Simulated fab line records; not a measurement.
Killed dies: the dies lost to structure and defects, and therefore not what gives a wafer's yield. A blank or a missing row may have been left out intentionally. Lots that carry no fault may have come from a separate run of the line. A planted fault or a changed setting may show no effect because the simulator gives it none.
Which tool did it? ; flow rit cmos ; Sampling: 14 lots, 42 wafers, 4 of 202 route steps

## WHAT THE GAUGES READ, wafer by wafer
The record lacks any reading of a measuring or inspecting step that a usual standard deviation could be used to judge.

## EACH LOT AND THE TOOL THAT RAN IT (in order: tool; ch and the chambers of the sampled wafers; start)
lot;RIT_NLDD_STRIP_09;RIT_PLDD_STRIP_09;RIT_NSD_DEVELOP_05;RIT_NSD_STRIP_09
L263;plasma asher-04 ch 0,1, day 2 17:18;plasma asher-01 ch 0,1, day 2 18:55;litho track-04 ch 0, day 2 22:00;plasma asher-04 ch 0,1, day 2 23:08
L264;plasma asher-04 ch 0,1, day 2 23:35;plasma asher-03 ch 0,1, day 3 01:01;litho track-03 ch 0, day 3 05:00;plasma asher-02 ch 0,1, day 3 05:34
L265;plasma asher-04 ch 0,1, day 3 08:09;plasma asher-03 ch 0,1, day 3 09:34;litho track-04 ch 0, day 3 13:00;plasma asher-04 ch 1, day 3 13:41
L266;plasma asher-02 ch 0,1, day 3 10:12;plasma asher-02 ch 0,1, day 3 11:45;litho track-03 ch 0, day 3 15:00;plasma asher-02 ch 0,1, day 3 15:52
L269;plasma asher-02 ch 0,1, day 4 00:40;plasma asher-03 ch 0,1, day 4 02:05;litho track-04 ch 0, day 4 06:00;plasma asher-04 ch 0,1, day 4 07:26
L270;plasma asher-03 ch 0,1, day 4 09:46;plasma asher-02 ch 0,1, day 4 11:18;litho track-03 ch 0, day 4 15:00;plasma asher-02 ch 0,1, day 4 15:36
L273;plasma asher-02 ch 0,1, day 4 20:25;plasma asher-03 ch 0,1, day 4 21:50;litho track-04 ch 0, day 5 01:00;plasma asher-01 ch 0,1, day 5 02:08
L278;plasma asher-02 ch 0,1, day 5 23:02;plasma asher-03 ch 0,1, day 6 00:40;litho track-01, day 6 04:00;plasma asher-02 ch 0,1, day 6 04:42
L279;plasma asher-03 ch 0,1, day 6 07:22;plasma asher-03 ch 0,1, day 6 08:48;litho track-01, day 6 12:00;plasma asher-02 ch 0,1, day 6 13:05
L280;plasma asher-03 ch 0,1, day 6 10:54;plasma asher-03 ch 0,1, day 6 12:37;litho track-01 ch 0, day 6 16:00;plasma asher-04 ch 1, day 6 16:34
L282;plasma asher-04 ch 0, day 6 18:43;plasma asher-02 ch 0,1, day 6 20:30;litho track-01 ch 0, day 7 00:00;plasma asher-02 ch 0, day 7 00:35
L283;plasma asher-02 ch 0,1, day 7 01:07;plasma asher-02 ch 0,1, day 7 02:52;litho track-03 ch 0, day 7 07:00;plasma asher-02 ch 0,1, day 7 08:04
L285;plasma asher-04 ch 0,1, day 7 07:45;plasma asher-01 ch 0,1, day 7 09:19;litho track-03 ch 0, day 7 13:00;plasma asher-04 ch 0,1, day 7 14:19
L286;plasma asher-02 ch 0,1, day 7 13:53;plasma asher-03 ch 0,1, day 7 15:18;litho track-01 ch 0, day 7 19:00;plasma asher-02 ch 0,1, day 7 20:14
- RIT_NLDD_STRIP_09: strips in O2, time 180 s.
- RIT_PLDD_STRIP_09: strips in O2, time 180 s.
- RIT_NSD_DEVELOP_05: develop time 50 s.
- RIT_NSD_STRIP_09: strips in O2, time 180 s.

## WHAT THE TOOLS THEMSELVES READ (means of the sampled wafers that have a number; where no wafer has one, the mark that the record gives instead)
RIT_NLDD_STRIP_09. Usual: drypump motor current A at 6.0 A, with a standard deviation of 0.59.
lot;tool;drypump motor current A (A);flag
L263;plasma asher-04;5.6;
L264;plasma asher-04;5.6;
L265;plasma asher-04;5.5;
L266;plasma asher-02;6.3;
L269;plasma asher-02;6.4;
L270;plasma asher-03;5.8;
L273;plasma asher-02;6.4;
L278;plasma asher-02;6.3;
L279;plasma asher-03;5.3;
L280;plasma asher-03;5.3;
L282;plasma asher-04;6.3;
L283;plasma asher-02;6.4;
L285;plasma asher-04;5.6;
L286;plasma asher-02;6.3;

RIT_PLDD_STRIP_09. Usual: drypump motor current A at 5.8 A, with a standard deviation of 0.67.
lot;tool;drypump motor current A (A);flag
L263;plasma asher-01;6.4;
L264;plasma asher-03;5.3;
L265;plasma asher-03;5.8;
L266;plasma asher-02;6.3;
L269;plasma asher-03;5.3;
L270;plasma asher-02;6.3;
L273;plasma asher-03;5.8;
L278;plasma asher-03;5.8;
L279;plasma asher-03;5.3;
L280;plasma asher-03;5.8;
L282;plasma asher-02;6.2;
L283;plasma asher-02;6.2;
L285;plasma asher-01;6.4;
L286;plasma asher-03;5.3;

RIT_NSD_DEVELOP_05. Usual: chill plate temp C at 23.00 C, with a standard deviation of 0.1.
lot;tool;chill plate temp C (C);flag
L263;litho track-04;23.02;
L264;litho track-03;23.05;
L265;litho track-04;22.95;
L266;litho track-03;23.01;
L269;litho track-04;22.97;
L270;litho track-03;22.96;
L273;litho track-04;23.11;
L278;litho track-01;-;OFF
L279;litho track-01;-;OFF
L280;litho track-01;23.12;
L282;litho track-01;23.06;
L283;litho track-03;22.96;
L285;litho track-03;23.04;
L286;litho track-01;23.02;

RIT_NSD_STRIP_09. Usual: drypump motor current A at 6.2 A, with a standard deviation of 0.53.
lot;tool;drypump motor current A (A);flag
L263;plasma asher-04;5.6;
L264;plasma asher-02;6.5;
L265;plasma asher-04;5.2;
L266;plasma asher-02;6.4;
L269;plasma asher-04;5.5;
L270;plasma asher-02;6.4;
L273;plasma asher-01;6.0;
L278;plasma asher-02;6.4;
L279;plasma asher-02;6.4;
L280;plasma asher-04;5.2;
L282;plasma asher-02;6.1;
L283;plasma asher-02;6.3;
L285;plasma asher-04;5.5;
L286;plasma asher-02;6.4;

## THE ANSWER, worked out from the rows above alone
Rule: a lot counts as off when the mean over its wafers that have a number is more than 3 standard deviations away from the usual mean. A lot without any number at a reading at which 4 lots or more have one is off too. All remaining lots with rows at the step are treated as sound. First the gauges in route order, then the tools' own readings, where a lot's mean is used as printed above. At the first step where some lot is off, the reading lying furthest off is the one used; lots without a number count as furthest.
Off at RIT_NSD_DEVELOP_05 (chill plate temp C): L278, L279. Without a number there: L278, L279.
A tool fits if, at that step or a process step before it, it ran every lot that is off, and no sound lot after the first of them. Of those tried, none fits.

## WHAT THE SIMULATOR HAD PUT IN
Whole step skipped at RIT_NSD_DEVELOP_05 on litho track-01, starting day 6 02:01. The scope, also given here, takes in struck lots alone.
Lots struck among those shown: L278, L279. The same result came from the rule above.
